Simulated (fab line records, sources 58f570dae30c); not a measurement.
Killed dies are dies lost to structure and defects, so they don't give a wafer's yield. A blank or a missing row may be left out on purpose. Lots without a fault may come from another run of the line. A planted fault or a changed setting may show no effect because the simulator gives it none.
A struck lot beside a sound one | flow berkeley_cmos170 | 15 steps out of a route of 331
Sound: wafers L697.1, L697.2, L697.6. Struck: wafer L710.3. (L710.4, L710.5 of the same lot were not struck and are left out.) The cause comes at the end.
At each step with rows: each side's tool, then ch and its chambers, then its first start. Under that, the readings that differ: sound wafers | struck wafers | difference of the means | sigmas: that difference in standard deviations of wafers without a fault.
alike: readings whose means differ by less than 2 such deviations, and words and numbers that are the same on both sides. not compared: withheld readings, readings that some wafer has no value for, bounds like >300 that may hide the same value, and numbers for which the record gives no deviation and whose values overlap.
The two part at a step that has a row with sigmas, a row that says differs or no value, or rows on one side only. Numbers that don't overlap but have no deviation are shown without sigmas and don't part them. A reading that every wafer of one side lacks parts them only if that side has two wafers or more.

first, 5 steps without rows for these wafers: UCB170_M1_COAT_04 (resist thk 900 nm); UCB170_M1_SOFTBAKE_05 (time 60 s); UCB170_M1_EXPOSE_06 (exposes mask METAL1, target cd 700 nm); UCB170_M1_PEB_07; UCB170_M1_DEVELOP_08 (develop time 45 s).
UCB170_M1_CD_MEAS_09: target cd 700 nm.
  sound on cd_sem-01, day 8 20:22; struck on cd_sem-02, day 11 07:29
  alike: cd_nm
UCB170_M1_OVL_MEAS_10:
  sound on overlay-02, day 8 20:29; struck on overlay-01, day 11 07:35
  alike: M1_OVL
UCB170_M1_ETCH_11: etches BARC in N2/H2.
  sound on rie_diel-03 ch 1,2,3, day 8 20:32; struck on rie_diel-04 ch 1, day 11 07:37
  reading               | sound             | struck | difference | sigmas
  oes_product_au (a.u.) | 1.003 1.018 1.003 | 0.967  | -0.041     | -2
  alike: drypump_motor_current_A, h2_flow_sccm, throttle_valve_pct
UCB170_M1_METAL_ETCH_12: etches Al in Cl2/BCl3, stops on PSG, target depth 780 nm, time 130 s.
  sound on rie_metal-01 ch 0,1, day 8 20:34; struck on rie_metal-04 ch 1, day 11 07:41
  reading                | sound             | struck | difference | sigmas
  throttle_valve_pct (%) | 24.49 24.48 24.46 | 24.06  | -0.42      | -3
  alike: drypump_motor_current_A, oes_product_au
  not compared: rf_hours_counter_h
UCB170_M1_STRIP_13: strips in O2.
  sound on plasma_asher-01 ch 0,1, day 8 20:42; struck on plasma_asher-01 ch 1, day 11 07:49
  alike: drypump_motor_current_A, oes_product_au
  not compared: rf_hours_counter_h
UCB170_M1_CD_MEAS_90: target cd 700 nm.
  sound on cd_sem-02, day 8 20:48; struck on cd_sem-02, day 11 07:55
  alike: cd_nm
then, 1 step without rows for these wafers: UCB170_M1_ANNEAL_14 (time 1200 s).
UCB170_V1_CVD_00: deposits SiO2 from TEOS/O2, target thk 2000 nm, time 250 s.
  sound on pecvd-02 ch 0,2, day 8 22:16; struck on pecvd-04 ch 0, day 11 10:29
  reading                             | sound          | struck | difference | sigmas
  model.SiO2_of_V1_CVD_00.thk_nm (nm) | 1956 1984 2003 | 1334   | -647       |
  alike: heater_power_w
  not compared: since_wet_clean_h
UCB170_V1_THK_MEAS_01:
  sound on film_metro-04, day 8 22:25; struck on film_metro-04, day 11 10:49
  reading          | sound          | struck | difference | sigmas
  V1_TEOS_THK (nm) | 1954 1984 2002 | 1334   | -646       | -28
UCB170_V1_CMP_02: polishes SiO2.
  sound on cmp-02 ch 1,2, day 8 22:28; struck on cmp-01 ch 0, day 11 10:51
  alike: motor_current_A, platen_rpm

WHERE THEY PART
First at UCB170_M1_ETCH_11; last, within this record, at UCB170_V1_THK_MEAS_01. Later steps at which nothing parts them and some readings are alike: UCB170_V1_CMP_02.

WHY: what the simulator had put in
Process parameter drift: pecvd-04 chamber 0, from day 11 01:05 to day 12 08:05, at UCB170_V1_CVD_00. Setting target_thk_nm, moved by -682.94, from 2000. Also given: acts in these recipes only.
